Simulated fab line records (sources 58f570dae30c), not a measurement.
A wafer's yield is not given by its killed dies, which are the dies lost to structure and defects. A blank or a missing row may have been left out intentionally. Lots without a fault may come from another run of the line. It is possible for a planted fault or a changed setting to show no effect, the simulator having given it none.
Split-lot trial    flow berkeley-cmos170    23 wafers read from 5 lots, route of 331 steps

## THE SPLIT
At UCB170_CONTACT_COAT_10 (resist thk 900 nm), the setting resist-thk-nm was moved away from the recipe's 900 nm on 6 of the 23 wafers read, by -4.8% to +5.3%. This setting was run at the recipe's value on the other wafers.

No step appears in the file between the split and the reading.

## THE READING
KrF_of_CONTACT_COAT_10.thk-nm (the simulator's own value, which no gauge read), in nm, at UCB170_CONTACT_ETCH_18 (etches PSG in CHF3/CF4/Ar, stops on TiSi2, target depth 840 nm, time 195 s). The file does not state a usual value for it. The 17 wafers here that ran the recipe average 694.4 nm, standard deviation 4.9 nm.

wafer   tool, chamber at the split  resist-thk-nm as run, nm  against the recipe  KrF_of_CONTACT_COAT_10.thk-nm, nm  against lot-mates on the recipe
L075.2  litho-track-01, 0           900                       recipe              691.1                              -
L075.4  litho-track-01, 0           900                       recipe              687.1                              -
L075.5  litho-track-01, 0           900                       recipe              686.7                              -
L074.1  litho-track-04, 0           900                       recipe              697.2                              -
L074.2  litho-track-04, 0           900                       recipe              691                                -
L074.3  litho-track-04, 0           900                       recipe              702.9                              -
L074.4  litho-track-04, 0           900                       recipe              702.3                              -
L074.5  litho-track-04, 0           900                       recipe              702.5                              -
L077.1  litho-track-02, 0           900                       recipe              697.4                              -
L077.3  litho-track-02, 0           900                       recipe              693.9                              -
L077.4  litho-track-02, 0           856.5                     -4.8%               651.4                              -45.1
L077.5  litho-track-02, 0           900                       recipe              698.1                              -
L077.6  litho-track-02, 0           856.5                     -4.8%               648.7                              -47.8
L081.1  litho-track-04, 0           900                       recipe              694.7                              -
L081.2  litho-track-04, 0           947.6                     +5.3%               734.8                              +40.5
L081.3  litho-track-04, 0           947.6                     +5.3%               747.1                              +52.8
L081.4  litho-track-04, 0           900                       recipe              693.3                              -
L081.5  litho-track-04, 0           900                       recipe              695                                -
L084.2  litho-track-04, 0           900                       recipe              689.9                              -
L084.4  litho-track-04, 0           900                       recipe              689.9                              -
L084.3  litho-track-04, 0           868.9                     -3.5%               662.6                              -28.2
L084.5  litho-track-04, 0           868.9                     -3.5%               658.4                              -32.4
L084.6  litho-track-04, 0           900                       recipe              692.6                              -

THE FIT
A straight line over all 23 wafers: KrF_of_CONTACT_COAT_10.thk-nm changes by +9.11 nm for each +1% of resist-thk-nm; r = +0.98; the points scatter about the line by 4.9 nm.
The same after taking each lot's own level away (the mean of its wafers on the recipe; 23 wafers): +9.09 nm for each +1%; r = +0.99; scatter 3.4 nm.
Per that fit: largest resist-thk-nm move, reading shift of 48 nm.
Across the lots, their own levels run from 688.30 to 699.18 nm, a range of 2.2 times the standard deviation given above.
The two slopes are in agreement: the lot-to-lot level therefore moves the slope only a little.
Check: for one of the wafers moved furthest among these (+5.3%), held out of the fit, the line's prediction against its lot-mates is +50.8 nm. It came out at +40.5 nm against them.

## THESE WAFERS: OTHER SPLITS
These wafers also went through other splits before the reading. Each is held against what the fit with the lots' levels taken away leaves over:
other split on the same wafers      wafers away from the commonest value  r with KrF_of_CONTACT_COAT_10.thk-nm (lot level and that fit taken away)
UCB170_NSD_SOFTBAKE_02 time-s       11                                    +0.45
UCB170_SILICIDE_SPUTTER_01 power-w  10                                    -0.19

## THE WHOLE CHAIN: every reading that the file lists as answering this split, in the file's order
step                    what it does                                                                reading                                                                         change (the file's fit)               r (the file's)
UCB170_CONTACT_COAT_10  resist thk 900 nm                                                           KrF_of_CONTACT_COAT_10.thk-nm (the simulator's own value, which no gauge read)  +8.98 nm for each +1% of the setting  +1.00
UCB170_CONTACT_ETCH_18  etches PSG in CHF3/CF4/Ar, stops on TiSi2, target depth 840 nm, time 195 s  KrF_of_CONTACT_COAT_10.thk-nm (the simulator's own value, which no gauge read)  +9.1 nm for each +1% of the setting   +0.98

## THE FILE'S OWN FIT
KrF_of_CONTACT_COAT_10.thk-nm changes by +9.1 nm for each +1% of resist-thk-nm, r = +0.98.
